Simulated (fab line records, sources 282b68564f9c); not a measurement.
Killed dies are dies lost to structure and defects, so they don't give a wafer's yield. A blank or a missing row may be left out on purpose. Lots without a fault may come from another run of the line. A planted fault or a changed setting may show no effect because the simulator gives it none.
Split-lot experiment | flow rit_cmos | 5 lots, 23 wafers read, on a route of 202 steps

THE SPLIT
At RIT_ACTIVE_EXPOSE_08 (exposes mask M1, target cd 1400 nm), the setting dose_mj was moved away from the recipe's 225 on 8 of the 23 wafers read, by -6.0% to +5.7%. The other wafers ran this setting at the recipe's value.

FROM THE SPLIT TO THE READING: what the file shows between them, 6 steps
- RIT_ACTIVE_PEB_09
- RIT_ACTIVE_DEVELOP_10: develop time 50 s
- RIT_ACTIVE_CD_MEAS_11: target cd 1400 nm
- RIT_ACTIVE_HARDBAKE_12: time 60 s
- RIT_ACTIVE_ETCH_13: etches Si3N4 in SF6, stops on SiO2, time 210 s, target depth 210 nm
- RIT_ACTIVE_STRIP_14: strips in O2, time 180 s

THE READING
cd_nm, in nm, at RIT_ACTIVE_CD_MEAS_90 (target cd 1400 nm). Fault-free wafers of this fab line usually give 1401.9 nm, standard deviation 2.2 nm.

wafer  | tool, chamber at the split | dose_mj as run | against the recipe | cd_nm, nm | against lot-mates on the recipe
L074.1 | iline_stepper-01, 0        | 229.8          | +2.1%              | 1391.4    | -6.9
L074.2 | iline_stepper-01, 0        | 225            | recipe             | 1398.3    | -
L074.3 | iline_stepper-01, 0        | 225            | recipe             | 1398.7    | -
L074.5 | iline_stepper-01, 0        | 229.8          | +2.1%              | 1393.2    | -5.1
L074.6 | iline_stepper-01, 0        | 225            | recipe             | 1398.0    | -
L079.1 | iline_stepper-02, 0        | 213.3          | -5.2%              | 1416.7    | +14.0
L079.2 | iline_stepper-02, 0        | 225            | recipe             | 1404.0    | -
L079.3 | iline_stepper-02, 0        | 225            | recipe             | 1401.5    | -
L079.5 | iline_stepper-02, 0        | 213.3          | -5.2%              | 1417.2    | +14.5
L079.6 | iline_stepper-02, 0        | 225            | recipe             | 1402.5    | -
L080.1 | iline_stepper-02, 0        | 211.6          | -6.0%              | 1421.6    | +19.1
L080.2 | iline_stepper-02, 0        | 211.6          | -6.0%              | 1420.4    | +17.9
L080.3 | iline_stepper-02, 0        | 225            | recipe             | 1403.8    | -
L080.4 | iline_stepper-02, 0        | 225            | recipe             | 1402.2    | -
L080.5 | iline_stepper-02, 0        | 225            | recipe             | 1401.6    | -
L084.1 | iline_stepper-01, 0        | 225            | recipe             | 1399.1    | -
L084.2 | iline_stepper-01, 0        | 225            | recipe             | 1401.2    | -
L084.3 | iline_stepper-01, 0        | 225            | recipe             | 1401.5    | -
L085.1 | iline_stepper-02, 0        | 237.9          | +5.7%              | 1383.2    | -17.9
L085.2 | iline_stepper-02, 0        | 225            | recipe             | 1399.5    | -
L085.4 | iline_stepper-02, 0        | 237.9          | +5.7%              | 1382.8    | -18.3
L085.5 | iline_stepper-02, 0        | 225            | recipe             | 1402.8    | -
L085.6 | iline_stepper-02, 0        | 225            | recipe             | 1400.9    | -

THE FIT
A straight line over all 23 wafers: cd_nm changes by -3.24 nm for each +1% of dose_mj; r = -0.98; the points scatter about the line by 1.7 nm.
The same after taking each lot's own level away (the mean of its wafers on the recipe; 23 wafers): -3.01 nm for each +1%; r = -0.99; scatter 1 nm.
On that fit, the largest move of dose_mj shifts the reading by 18 nm.
The lots' own levels span 1398.33 to 1402.67 nm, that is 2.0 times the standard deviation above.
So the lot-to-lot level changes the slope little: the two slopes agree.
Check: with one of the wafers moved furthest among these (-6.0%) left out of the fit, the line predicts +17.5 nm for it against its lot-mates. It came out at +19.1 nm against them.

OTHER SPLITS ON THESE WAFERS
These wafers also went through other splits before the reading. Each is held against what the fit with the lots' levels taken away leaves over:
other split on the same wafers      | wafers away from the commonest value | r with cd_nm (lot level and that fit taken away)
RIT_ACTIVE_CVD_03 sih2cl2_flow_sccm | 18                                   | +0.04

THE WHOLE CHAIN: every reading that the file lists as answering this split, in the file's order
step                  | what it does                                                        | reading                                                       | change (the file's fit)              | r (the file's)
RIT_ACTIVE_CD_MEAS_11 | target cd 1400 nm                                                   | cd_nm                                                         | -3.04 nm for each +1% of the setting | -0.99
RIT_ACTIVE_ETCH_13    | etches Si3N4 in SF6, stops on SiO2, time 210 s, target depth 210 nm | ACTIVE.cd_nm (the simulator's own value, which no gauge read) | -3 nm for each +1% of the setting    | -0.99
RIT_ACTIVE_CD_MEAS_90 | target cd 1400 nm                                                   | cd_nm                                                         | -3.01 nm for each +1% of the setting | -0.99

THE FILE'S OWN FIT
cd_nm changes by -3.01 nm for each +1% of dose_mj, r = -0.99.
